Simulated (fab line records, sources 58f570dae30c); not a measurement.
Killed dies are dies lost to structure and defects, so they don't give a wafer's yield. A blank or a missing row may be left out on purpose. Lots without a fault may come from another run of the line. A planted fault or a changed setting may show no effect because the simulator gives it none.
Which tool did it? | flow berkeley_cmos170 | 7 lots, 21 wafers sampled, at 2 steps of a route of 331

WHAT THE GAUGES READ, wafer by wafer
UCB170_GATE_THK_MEAS_02.
lot  | measured     | on            | GATE_OXIDE_THK (nm)
L183 | day 6 16:13  | film_metro-01 | 6.62 6.57 6.60
L187 | day 7 04:55  | film_metro-03 | 6.85 6.79 6.68
L189 | day 7 13:28  | film_metro-01 | 6.64 6.73 6.69
L192 | day 8 14:13  | film_metro-03 | 6.50 6.48 6.62
L195 | day 9 04:29  | film_metro-01 | 6.60 6.64 6.60
L197 | day 9 20:07  | film_metro-01 | 6.76 6.76 6.62
L205 | day 11 03:58 | film_metro-01 | 8.93 8.94 8.77

WHICH TOOL RAN EACH LOT (tool, then ch and the chambers of the sampled wafers, then the start)
lot  | UCB170_GATE_OXIDATION_01
L183 | furnace-01 ch 0, day 6 14:36
L187 | furnace-04 ch 0, day 7 03:23
L189 | furnace-02 ch 0, day 7 11:57
L192 | furnace-04 ch 0, day 8 12:41
L195 | furnace-02 ch 0, day 9 02:59
L197 | furnace-01 ch 0, day 9 18:35
L205 | furnace-01 ch 0, day 11 02:28
- UCB170_GATE_OXIDATION_01: target thk 6.6 nm, ox time 1800 s.

THE ANSWER, worked out from the rows above alone
Rule: what is usual is taken from the lots themselves. Put in order of their means at a reading, lots are off if they are a third of the lots or fewer, leave a main group of 4 or more, and stand apart from it by a gap of 3 or more times the standard deviation of the main group's means; of several such gaps the widest counts. A main group whose means are all the same, to the digits that the tables above print for the reading, isn't used. A lot without any number at a reading at which 4 lots or more have one is off too. The other lots that the step has rows for count as sound.
Off: L205, at UCB170_GATE_THK_MEAS_02 (GATE_OXIDE_THK). The main group: mean 6.65 nm, standard deviation 0.08.
A tool fits if, at a process step before that reading, it ran every lot that is off, and no sound lot after the first of them. The gauges at UCB170_GATE_THK_MEAS_02 are tried like those tools. Can't be told from this: 2 tools fit, furnace-01 at UCB170_GATE_OXIDATION_01, film_metro-01 at UCB170_GATE_THK_MEAS_02.

WHAT THE SIMULATOR HAD PUT IN
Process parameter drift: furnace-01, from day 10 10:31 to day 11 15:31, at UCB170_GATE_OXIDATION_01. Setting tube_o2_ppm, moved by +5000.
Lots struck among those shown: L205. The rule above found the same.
